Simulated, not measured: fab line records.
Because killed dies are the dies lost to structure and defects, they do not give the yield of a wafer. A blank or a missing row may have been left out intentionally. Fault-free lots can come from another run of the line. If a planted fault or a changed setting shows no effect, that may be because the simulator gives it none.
Which tool is to blame?    flow berkeley-cmos170    16 lots, 48 wafers sampled, at 2 steps of a route of 331

## WHAT EACH GAUGE READ, for each wafer
UCB170_ACTIVE_THK_MEAS_06.
lot   measured     on             ACTIVE_NITRIDE_THK (nm)
L578  day 4 19:37  film-metro-03  222.7 222.8 224.2
L579  day 5 03:17  film-metro-04  222.4 221.7 223.8
L580  day 5 17:55  film-metro-03  221.0 220.1 220.1
L582  day 6 01:32  film-metro-02  221.8 221.9 220.2
L584  day 6 01:34  film-metro-02  226.4 226.1 225.6
L585  day 6 09:47  film-metro-04  215.7 213.2 214.8
L587  day 6 21:34  film-metro-04  214.0 214.1 215.6
L588  day 6 21:34  film-metro-02  212.3 213.7 215.7
L589  day 7 10:32  film-metro-02  219.5 218.5 220.3
L590  day 7 10:31  film-metro-04  221.7 219.2 220.2
L591  day 7 18:39  film-metro-03  211.8 214.5 213.0
L594  day 8 17:58  film-metro-04  219.0 218.5 218.7
L595  day 8 18:05  film-metro-03  220.1 220.1 221.7
L597  day 8 18:01  film-metro-03  219.9 222.4 221.8
L600  day 9 19:44  film-metro-02  221.5 222.1 222.9
L601  day 9 19:43  film-metro-03  223.6 224.6 222.8

## EACH LOT AND THE TOOL THAT RAN IT (in order: tool; ch and the chambers of the sampled wafers; start)
lot   UCB170_ACTIVE_CVD_05
L578  lpcvd-01 ch 0, day 4 16:44
L579  lpcvd-01 ch 1, day 5 01:22
L580  lpcvd-01 ch 1, day 5 15:59
L582  lpcvd-01 ch 0, day 5 23:35
L584  lpcvd-01 ch 1, day 5 23:35
L585  lpcvd-01 ch 1, day 6 07:51
L587  lpcvd-01 ch 1, day 6 19:38
L588  lpcvd-01 ch 0, day 6 19:38
L589  lpcvd-02 ch 1, day 7 08:35
L590  lpcvd-02 ch 1, day 7 08:35
L591  lpcvd-01 ch 0, day 7 16:44
L594  lpcvd-02 ch 0, day 8 15:59
L595  lpcvd-02 ch 1, day 8 15:59
L597  lpcvd-02 ch 1, day 8 15:59
L600  lpcvd-02 ch 0, day 9 17:49
L601  lpcvd-02 ch 1, day 9 17:49
- UCB170_ACTIVE_CVD_05: deposits Si3N4 from SiH2Cl2/NH3, target thk 220 nm, time 3300 s.

## AS READ BY THE TOOLS THEMSELVES (means over the sampled wafers that have a number; for cases with no such wafer, the mark the record gives instead)
UCB170_ACTIVE_CVD_05.
lot   tool      spike-tc-centre-C (C)  susceptor-temp-C (C)
L578  lpcvd-01  801.4                  800.2
L579  lpcvd-01  803.1                  800.6
L580  lpcvd-01  801.9                  800.2
L582  lpcvd-01  801.9                  800.4
L584  lpcvd-01  803.6                  800.4
L585  lpcvd-01  803.1                  799.9
L587  lpcvd-01  803.3                  799.9
L588  lpcvd-01  803.5                  799.9
L589  lpcvd-02  803.6                  800.1
L590  lpcvd-02  803.7                  800.3
L591  lpcvd-01  801.9                  799.8
L594  lpcvd-02  803.2                  799.6
L595  lpcvd-02  802.9                  799.6
L597  lpcvd-02  802.8                  800.3
L600  lpcvd-02  804.7                  799.5
L601  lpcvd-02  802.5                  799.6

## THE ANSWER, worked out from the rows above alone
Rule: what is usual is taken from the lots themselves. Put in order of their means at a reading, lots are off if they are a third of the lots or fewer, leave a main group of 4 or more, and stand apart from it by a gap of 3 or more times the standard deviation of the main group's means; of several such gaps the widest counts. A main group whose means are all the same, to the digits that the tables above print for the reading, isn't used. A lot without any number at a reading at which 4 lots or more have one is off too. Any other lot the step has rows for is counted as sound. After the gauges, taken in route order, come the tools' own readings; for these a lot's mean is taken, as printed above. The first step at which some lot is off is used, and at that step the reading that is off furthest; a lot without a number counts as furthest.
Across all readings shown, no lot is off: no conclusion can be drawn from this.

## WHAT THE SIMULATOR HAD PUT IN
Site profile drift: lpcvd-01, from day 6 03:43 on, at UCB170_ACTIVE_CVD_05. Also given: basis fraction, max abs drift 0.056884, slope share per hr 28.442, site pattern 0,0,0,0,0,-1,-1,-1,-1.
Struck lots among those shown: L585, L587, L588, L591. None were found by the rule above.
